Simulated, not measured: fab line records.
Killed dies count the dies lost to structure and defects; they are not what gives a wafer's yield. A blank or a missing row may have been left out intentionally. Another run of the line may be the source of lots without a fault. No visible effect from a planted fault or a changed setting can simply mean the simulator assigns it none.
A lot that was struck, set against a sound lot | flow berkeley-cmos170 | 43 steps out of a route of 331
Sound: these wafers, L994.1, L994.3, L994.5. Wafers L104.1, L104.2, L104.5 were the ones struck. Last of all comes the cause.
For every step that has rows: the tool of each side, followed by ch and its chambers, followed by its first start. Under that, the readings that differ: sound wafers | struck wafers | difference of the means | sigmas: that difference in standard deviations of wafers without a fault.
alike: readings whose means differ by less than 2 such deviations, and words and numbers that are the same on both sides. not compared: withheld readings, readings that some wafer has no value for, bounds like >300 that may hide the same value, and numbers for which the record gives no deviation and whose values overlap.
Wherever a step has rows on one side only, a row that says differs or no value, or a row with sigmas, the two part there. Non-overlapping numbers with no deviation appear without sigmas and do not part them. Lack of a reading on every wafer of one side parts them only where that side has two or more wafers.

UCB170_ACTIVE_OVL_MEAS_14:
  struck on overlay-01, day 7 05:33; sound on overlay-01, day 5 02:49
  alike: ACTIVE_OVL
UCB170_ACTIVE_ETCH_15: etches Si3N4 in CH3F/Ar/O2, stops on SiO2, target depth 242 nm, time 151 s.
  sound on rie-diel-01 ch 0,1, day 5 02:52; struck on rie-diel-04 ch 0,1,2, day 7 05:35
  alike: chamber-pressure-mTorr, drypump-motor-current-A, oes-product-au, throttle-valve-pct
  not compared: rf-hours-counter-h
UCB170_ACTIVE_STRIP_16: strips in O2.
  sound on plasma-asher-04 ch 0,1, day 5 02:58; struck on plasma-asher-04 ch 0,1, day 7 05:41
  alike: chamber-pressure-mTorr, drypump-motor-current-A, oes-product-au, strip-time-to-endpoint-s
  not compared: rf-hours-counter-h
UCB170_ACTIVE_CD_MEAS_90 targets a cd of 1200 nm.
  struck on cd-sem-01, day 7 05:47; sound on cd-sem-01, day 5 03:04
  alike: cd-nm
then, 7 steps without rows for these wafers: UCB170_ACTIVE_CLEAN_17 (cleans in SPM, time 600 s); UCB170_PFIELD_HMDS_00 (prime time 60 s); UCB170_PFIELD_COAT_01 (resist thk 900 nm); UCB170_PFIELD_SOFTBAKE_02 (time 60 s); UCB170_PFIELD_EXPOSE_03 (exposes mask PFIELD, target cd 1500 nm); UCB170_PFIELD_PEB_04; UCB170_PFIELD_DEVELOP_05 (develop time 45 s).
UCB170_PFIELD_OVL_MEAS_06:
  struck on overlay-02, day 7 07:31; sound on overlay-01, day 5 07:01
  alike: PFIELD_OVL
UCB170_PFIELD_IMPLANT_07:
  sound on implanter-01 ch 0, day 5 07:03; struck on implanter-04 ch 0, day 7 07:32
UCB170_PFIELD_STRIP_08: strips in O2.
  sound on plasma-asher-02 ch 0,1, day 5 07:12; struck on plasma-asher-04 ch 0,1, day 7 07:41
  alike: chamber-pressure-mTorr, drypump-motor-current-A, oes-product-au, strip-time-to-endpoint-s
  not compared: rf-hours-counter-h
UCB170_PFIELD_TW_MEAS_09:
  struck on film-metro-01, day 7 07:47; sound on film-metro-01, day 5 07:18
  alike: PFIELD_TW
then, 2 steps without rows for these wafers: UCB170_FIELD_CLEAN_00 (cleans in dHF, time 7.5 s); UCB170_FIELD_OXIDATION_01 (target thk 558.3 nm, ox time 7200 s).
UCB170_FIELD_THK_MEAS_02:
  struck on film-metro-04, day 7 13:43; sound on film-metro-03, day 5 11:07
  alike: FIELD_OXIDE_THK
then, 4 steps without rows for these wafers: UCB170_FIELD_ANNEAL_03 (time 1200 s); UCB170_FIELD_WET_ETCH_04 (etches SiO2 in dHF, time 60 s); UCB170_FIELD_WET_ETCH_05 (etches Si3N4 in H3PO4, time 12600 s); UCB170_FIELD_WET_ETCH_06 (etches SiO2 in BOE, time 22 s).
UCB170_FIELD_THK_MEAS_90:
  struck on film-metro-04, day 7 21:11; sound on film-metro-03, day 5 20:14
  alike: FIELD_OXIDE_LEFT_1_THK
then, 2 steps without rows for these wafers: UCB170_SACOX_CLEAN_00 (cleans in dHF, time 7.5 s); UCB170_SACOX_OXIDATION_01 (target thk 14.4 nm, ox time 2400 s).
UCB170_SACOX_THK_MEAS_02:
  struck on film-metro-04, day 8 03:58; sound on film-metro-02, day 6 02:17
  alike: SACOX_OXIDE_THK
then, 2 steps without rows for these wafers: UCB170_SCREENOX_WET_ETCH_00 (etches SiO2 in dHF, time 200 s); UCB170_SCREENOX_OXIDATION_01 (target thk 14.4 nm, ox time 2400 s).
UCB170_SCREENOX_THK_MEAS_02:
  struck on film-metro-03, day 8 10:08; sound on film-metro-03, day 6 05:23
  alike: SCREENOX_OXIDE_THK
then, 7 steps without rows for these wafers: UCB170_SCREENOX_ANNEAL_03 (time 900 s); UCB170_NVT_HMDS_00 (prime time 60 s); UCB170_NVT_COAT_01 (resist thk 900 nm); UCB170_NVT_SOFTBAKE_02 (time 60 s); UCB170_NVT_EXPOSE_03 (exposes mask PWELL, target cd 3000 nm); UCB170_NVT_PEB_04; UCB170_NVT_DEVELOP_05 (develop time 45 s).
UCB170_NVT_OVL_MEAS_06:
  struck on overlay-01, day 8 16:20; sound on overlay-01, day 6 09:44
  alike: NVT_OVL
after that, 1 step had no rows for these wafers: UCB170_NVT_IMPLANT_07.
UCB170_NVT_STRIP_08: strips in O2.
  sound on plasma-asher-02 ch 0,1, day 6 09:55; struck on plasma-asher-02 ch 0,1, day 8 16:40
  alike: chamber-pressure-mTorr, drypump-motor-current-A, oes-product-au, strip-time-to-endpoint-s
  not compared: rf-hours-counter-h
UCB170_NVT_TW_MEAS_09:
  struck on film-metro-02, day 8 16:46; sound on film-metro-01, day 6 10:01
  alike: NVT_TW
then, 2 steps without rows for these wafers: UCB170_NVT_CLEAN_10 (cleans in SPM, time 600 s); UCB170_PVT_HMDS_00 (prime time 60 s).
-- the record jumps here: 3 days lie between the struck wafers' starts before and after (it left off in module PVT and takes up again in module M3, whose first step shown is number 331 of the route) --
UCB170_M3_PROBE_99:
  struck on prober-02, day 11 12:02; sound on prober-02, day 8 19:35
  reading                        | sound                | struck            | difference | sigmas
  model.etest.field-n.vt-v-range | 0.1995 0.2712 0.1229 | 1.967 2.084 2.068 | +1.842     |

== WHERE THEY PART ==
Nowhere in this record.

WHY: what had been put in by the simulator
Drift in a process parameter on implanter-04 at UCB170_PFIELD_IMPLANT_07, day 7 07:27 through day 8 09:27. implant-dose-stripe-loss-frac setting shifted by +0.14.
